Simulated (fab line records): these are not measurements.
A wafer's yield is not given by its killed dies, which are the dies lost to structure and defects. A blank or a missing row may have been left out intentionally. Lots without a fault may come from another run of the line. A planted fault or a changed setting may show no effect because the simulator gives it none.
fab line records	flow berkeleyCmos170
record lots=14	wafers=42	lastDay=12
route steps=331 shown GATE@142 CONTACT@222 M1@245
lots that met no fault: from a run of the same line without faults
startH: hours from the record's first day to the start of the lot's first wafer shown	waitH: hours from the lot's prior step to this one	" identical to the entry in the row above	L1.1+2: several wafers, shown together as one row	- value missing, or start not given	* or withheld: withheld	< > ~ a bound
route shown NAME@n: NAME is a module with steps in the file, n the number in the route of the first one	usual: mean/standard deviation taken from wafers without a fault	same: alike in all rows	chamber/n: place in a boat	sites: the reading at each site	_std_site: standard deviation across them	_edge_site: inner sites' mean taken away from outer sites' mean	radiusMm: how far each site lies from the wafer's centre	mask NAME#n: copy n	behind: the tool/chamber that last shaped the wafer	hold: why the lot went on hold/how many hours it stayed there/how the hold came to an end	device: whichever transistor did not switch (one of n, p or np)	end of line: tests of these same wafers at the route's end	step lacking rows: just its recipe	killed: at the first sort, the dies lost to defects and structure; wafer yield is something else	map: per-die view of a wafer (x killed, . not killed, _ where there is no die)
set.NAME: the setting the step ran with; set.NAME@STEP: the setting that earlier step ran with	model.NAME: the simulator's own value behind a step, which no gauge read
route steps across a sampled set of lots; one table per step, one row per wafer
services: from which hour (startH, from the record's first day; less than 0 if before it) a tool's chamber was out of use, for how many hours, and why
## steps
# step UCB170_GATE_STRIP_16
# recipe chemistry=O2	powerW=400	pressureMtorr=3500	platenTempC=withheld	o2FlowSccm=400	overashFraction=0.5
# usual drypumpMotorCurrentA=5.9/0.47	oesProductAu=0.724/0.0042
# same overashFraction=0.5
lot.wafer	tool	chamber	startH	waitH	drypumpMotorCurrentA	oesProductAu	rfHoursCounterH
L824.1	plasmaAsher-01	0	148.01	0.0	6.5	0.718	37
L824.2	"	1	"	"	6.4	0.722	37
L824.4	"	1	"	"	6.4	0.718	-
L828.1	plasmaAsher-02	0	161.26	0.0	5.5	0.723	43
L828.2	"	1	"	"	6.1	0.730	43
L828.6	"	1	"	"	6.1	0.728	-
L825.3	plasmaAsher-01	1	161.96	0.1	6.3	0.733	-
L825.4	"	0	"	"	6.5	0.724	-
L825.5	"	1	"	"	6.3	0.729	-
L827.2	plasmaAsher-04	0	162.19	0.0	6.0	0.721	46
L827.4	"	1	"	"	5.2	0.723	-
L827.6	"	0	"	"	6.0	0.725	-
L831.2	plasmaAsher-04	1	179.47	0.0	5.2	0.729	47
L831.4	"	1	"	"	5.1	0.719	-
L831.6	"	0	"	"	6.0	0.716	-
L829.1	plasmaAsher-02	0	179.65	0.0	5.5	0.719	45
L829.5	"	1	"	"	6.1	0.727	-
L829.6	"	0	"	"	5.5	0.730	-
L832.1	plasmaAsher-04	1	180.04	0.0	5.2	0.720	47
L832.2	"	0	"	"	6.1	0.726	47
L832.4	"	1	"	"	5.1	0.727	-
L833.4	plasmaAsher-04	1	193.02	0.1	5.2	0.721	-
L833.5	"	0	"	"	6.1	0.724	-
L833.6	"	1	"	"	5.2	0.725	-
L834.1	plasmaAsher-04	1	193.32	0.0	5.1	0.725	49
L834.3	"	0	"	"	6.0	0.721	-
L834.5	"	1	"	"	5.1	0.724	-
L843.1	plasmaAsher-02	0	249.15	0.0	5.5	0.728	53
L843.4	"	1	"	"	6.1	0.723	-
L843.6	"	1	"	"	6.1	0.726	-
L842.2	plasmaAsher-04	1	249.25	0.0	5.2	0.724	55
L842.4	"	0	"	"	6.0	0.725	-
L842.6	"	1	"	"	5.2	0.726	-
L844.3	plasmaAsher-02	0	249.32	0.1	5.5	0.725	-
L844.4	"	1	"	"	6.1	0.733	-
L844.6	"	1	"	"	6.1	0.728	-
L846.2	plasmaAsher-01	1	256.81	0.0	6.4	0.723	47
L846.3	"	1	"	"	6.4	0.724	-
L846.6	"	1	"	"	6.3	0.726	-
L847.1	plasmaAsher-02	1	257.11	0.0	6.1	0.718	53
L847.5	"	0	"	"	5.5	0.721	-
L847.6	"	1	"	"	6.1	0.729	-
# step UCB170_CONTACT_STRIP_06
# recipe chemistry=O2	powerW=400	pressureMtorr=3500	platenTempC=withheld	o2FlowSccm=400	overashFraction=0.5
# usual drypumpMotorCurrentA=5.8/0.36	oesProductAu=0.735/0.0045	stripTimeToEndpointS=21.95/0.075
# same overashFraction=0.5
lot.wafer	tool	chamber	startH	waitH	drypumpMotorCurrentA	oesProductAu	rfHoursCounterH	stripTimeToEndpointS
L824.1	plasmaAsher-02	1	168.54	0.1	6.0	0.729	44	21.90
L824.2	"	0	"	"	5.5	0.730	44	21.87
L824.4	"	1	"	"	6.1	0.732	-	21.80
L828.1	plasmaAsher-04	0	183.32	0.1	6.0	0.737	48	22.05
L828.2	"	1	"	"	5.2	0.737	48	21.96
L828.6	"	0	"	"	6.0	0.738	-	22.02
L825.3	plasmaAsher-03	0	183.83	0.1	5.9	0.732	-	22.02
L825.4	"	1	"	"	6.1	0.734	-	22.05
L825.5	"	0	"	"	5.8	0.740	-	21.91
L827.2	plasmaAsher-02	1	185.12	0.1	6.1	0.737	46	21.98
L827.4	"	0	"	"	5.5	0.735	-	21.92
L827.6	"	0	"	"	5.5	0.735	-	21.87
L829.1	plasmaAsher-03	1	200.89	0.1	6.1	0.733	10	21.85
L829.5	"	0	"	"	5.9	0.734	-	21.81
L829.6	"	1	"	"	6.1	0.733	-	21.82
L831.2	plasmaAsher-04	1	201.77	0.1	5.1	0.740	50	21.85
L831.4	"	1	"	"	5.2	0.732	-	21.91
L831.6	"	0	"	"	6.0	0.734	-	21.88
L832.1	plasmaAsher-04	0	203.63	0.1	6.0	0.730	50	21.88
L832.2	"	1	"	"	5.2	0.730	50	21.86
L832.4	"	1	"	"	5.2	0.737	-	21.90
L834.1	plasmaAsher-04	1	217.70	0.1	5.1	0.730	52	21.97
L834.3	"	0	"	"	6.1	0.738	-	22.00
L834.5	"	0	"	"	6.0	0.736	-	21.92
L833.4	plasmaAsher-04	1	219.53	0.1	5.1	0.736	-	21.95
L833.5	"	1	"	"	5.2	0.742	-	21.91
L833.6	"	0	"	"	6.0	0.732	-	21.90
L843.1	plasmaAsher-02	0	272.07	0.1	5.5	0.728	55	21.90
L843.4	"	0	"	"	5.5	0.736	-	21.92
L843.6	"	0	"	"	5.5	0.728	-	21.93
L842.2	plasmaAsher-03	0	272.77	0.1	5.8	0.741	18	22.01
L842.4	"	0	"	"	5.9	0.741	-	21.93
L842.6	"	1	"	"	6.1	0.735	-	21.95
L844.3	plasmaAsher-04	0	272.81	0.1	6.0	0.734	-	22.01
L844.4	"	1	"	"	5.2	0.723	-	22.08
L844.6	"	1	"	"	5.2	0.731	-	22.04
L846.2	plasmaAsher-04	0	274.64	0.1	6.0	0.738	58	22.00
L846.3	"	0	"	"	6.0	0.734	-	21.87
L846.6	"	1	"	"	5.2	0.740	-	21.89
L847.1	plasmaAsher-02	1	276.54	0.1	6.1	0.739	56	21.97
L847.5	"	0	"	"	5.5	0.731	-	21.99
L847.6	"	1	"	"	6.1	0.742	-	21.89
# step UCB170_M1_PEB_07
# recipe pebTempC=130	pebTimeS=withheld	resist=KrF
# usual chillPlateTempC=23.01/0.12	exhaustPa=45.0/0.96
lot.wafer	tool	chamber	startH	waitH	chillPlateTempC	exhaustPa
L824.1	lithoTrack-02	0	171.84	0.1	22.76	46.0
L824.2	"	0	"	"	23.00	45.2
L824.4	"	0	"	"	22.81	45.1
L828.1	lithoTrack-02	0	186.03	0.1	23.02	44.9
L828.2	"	0	"	"	23.09	43.8
L828.6	"	0	"	"	22.86	44.5
L825.3	lithoTrack-04	0	187.05	0.1	23.01	45.2
L825.4	"	0	"	"	23.06	44.9
L825.5	"	0	"	"	23.04	46.1
L827.2	lithoTrack-02	0	188.41	0.1	23.05	43.5
L827.4	"	0	"	"	22.96	44.6
L827.6	"	0	"	"	23.00	44.7
L829.1	lithoTrack-02	0	203.78	0.1	22.98	43.8
L829.5	"	0	"	"	23.29	44.3
L829.6	"	0	"	"	22.94	44.4
L831.2	lithoTrack-01	0	204.86	0.1	23.05	45.1
L831.4	"	0	"	"	23.15	43.5
L831.6	"	0	"	"	22.92	44.5
L832.1	lithoTrack-04	0	208.77	0.2	22.96	44.7
L832.2	"	0	"	"	23.13	46.0
L832.4	"	0	"	"	23.08	45.6
L834.1	lithoTrack-04	0	221.09	0.1	23.08	44.6
L834.3	"	0	"	"	23.19	43.6
L834.5	"	0	"	"	23.08	44.9
L833.4	lithoTrack-02	0	222.99	0.1	22.96	43.8
L833.5	"	0	"	"	23.04	43.9
L833.6	"	0	"	"	22.80	43.5
L843.1	lithoTrack-02	-	275.58	0.1	-	-
L843.4	"	-	"	"	-	-
L843.6	"	-	"	"	-	-
L844.3	lithoTrack-02	-	276.35	0.3	-	-
L844.4	"	-	"	"	-	-
L844.6	"	-	"	"	-	-
L842.2	lithoTrack-04	0	276.59	0.3	23.01	43.9
L842.4	"	0	"	"	23.10	44.9
L842.6	"	0	"	"	23.05	44.0
L846.2	lithoTrack-04	0	277.64	0.1	22.92	46.0
L846.3	"	0	"	"	22.77	45.0
L846.6	"	0	"	"	22.78	44.4
L847.1	lithoTrack-04	0	280.27	0.7	23.22	47.2
L847.5	"	0	"	"	23.09	46.0
L847.6	"	0	"	"	23.33	47.6
## services
tool	chamber	startH	hours	kind
plasmaAsher-01	-	191.28	8.9	repair
plasmaAsher-01	-	229.33	0.5	repair
## key
firstSign step=UCB170_M1_PEB_07	reading=toolRecord	direction=missing
effect none on later readings
metAt UCB170_M1_PEB_07
struckLots L843,L844
laterRowsLeftOut L843.1,L843.4,L843.6,L844.3,L844.4,L844.6
sortLeftOut L843.1,L843.4,L843.6,L844.3,L844.4,L844.6
loopTrim step=UCB170_GATE_EXPOSE_09	setting=dose	lots=L843
notActingAt UCB170_GATE_STRIP_16,UCB170_CONTACT_STRIP_06
onsetBetween 222.99 275.58
fault kind=skippedStepWhole	tool=lithoTrack-02	chamber=-	onsetH=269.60	steps=UCB170_M1_PEB_07	scope=struckLotsOnly
# sortLeftOut: the simulated sort isn't trusted on such a fault, so these wafers' sort isn't shown, and their yield isn't known
# laterRowsLeftOut: the simulator's readings of these wafers behind a module that went badly wrong aren't trusted and aren't shown, but for the sort
# loopTrim: a control loop set the setting to another value than it would have without faults
